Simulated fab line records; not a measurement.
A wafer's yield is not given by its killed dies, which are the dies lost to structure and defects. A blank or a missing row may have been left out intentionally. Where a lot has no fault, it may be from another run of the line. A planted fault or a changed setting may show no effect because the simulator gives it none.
Which tool was responsible? :: flow berkeley-cmos170 :: 7 lots with 21 wafers sampled at 2 steps, on a route of 331 steps

WHAT THE GAUGES SHOWED, per wafer
UCB170_PWELL_TW_MEAS_17.
lot: L748
measured: day 3 09:15
on: film-metro-01
PWELL_TW: 383 380 383

lot: L751
measured: day 4 04:37
on: film-metro-02
PWELL_TW: 379 380 376

lot: L753
measured: day 4 16:09
on: film-metro-02
PWELL_TW: 377 378 378

lot: L756
measured: day 5 23:11
on: film-metro-01
PWELL_TW: 380 381 382

lot: L760
measured: day 6 02:40
on: film-metro-01
PWELL_TW: 362 362 360

lot: L766
measured: day 7 00:05
on: film-metro-01
PWELL_TW: 381 383 383

lot: L769
measured: day 7 08:53
on: film-metro-04
PWELL_TW: 376 374 377

EACH LOT AND THE TOOL THAT RAN IT (in order: tool; ch and the chambers of the sampled wafers; start)
lot: L748
UCB170_PWELL_IMPLANT_15: implanter-04 ch 0, day 3 09:01

lot: L751
UCB170_PWELL_IMPLANT_15: implanter-04 ch 0, day 4 04:22

lot: L753
UCB170_PWELL_IMPLANT_15: implanter-04 ch 0, day 4 15:54

lot: L756
UCB170_PWELL_IMPLANT_15: implanter-04 ch 0, day 5 22:58

lot: L760
UCB170_PWELL_IMPLANT_15: implanter-04 ch 0, day 6 02:25

lot: L766
UCB170_PWELL_IMPLANT_15: implanter-02 ch 0, day 6 23:51

lot: L769
UCB170_PWELL_IMPLANT_15: implanter-03 ch 0, day 7 08:38
- UCB170_PWELL_IMPLANT_15

THE ANSWER, worked out from the rows above alone
Rule: usual is defined by the lots themselves. The widest of any qualifying gaps counts: lots, ordered by their means at a reading, are off when they make up no more than a third of the lots, leave a main group of 4 or more, and stand apart from it by 3 or more times the standard deviation of that group's means. A main group is skipped when, at the precision printed for the reading in the tables above, its means are all equal. A lot without any number at a reading at which 4 lots or more have one is off too. Any other lot the step has rows for is counted as sound.
Off: at UCB170_PWELL_TW_MEAS_17 (PWELL_TW), L760. For the main group the mean is 380 and the standard deviation 2.4.
A tool fits if, at a process step before that reading, it ran every lot that is off, and no sound lot after the first of them. The gauges at UCB170_PWELL_TW_MEAS_17 are tried like those tools. One fits: UCB170_PWELL_IMPLANT_15 on implanter-04. Its last sound lot is L756 (day 5 22:58), its first lot that is off L760 (day 6 02:25): a fault that began between those two fits.

WHAT WAS PUT IN BY THE SIMULATOR
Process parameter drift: implanter-04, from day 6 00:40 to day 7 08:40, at UCB170_PWELL_IMPLANT_15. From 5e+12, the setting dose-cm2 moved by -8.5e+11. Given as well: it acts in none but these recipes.
Shown lots that were struck: L760. This agrees with what the rule above found.
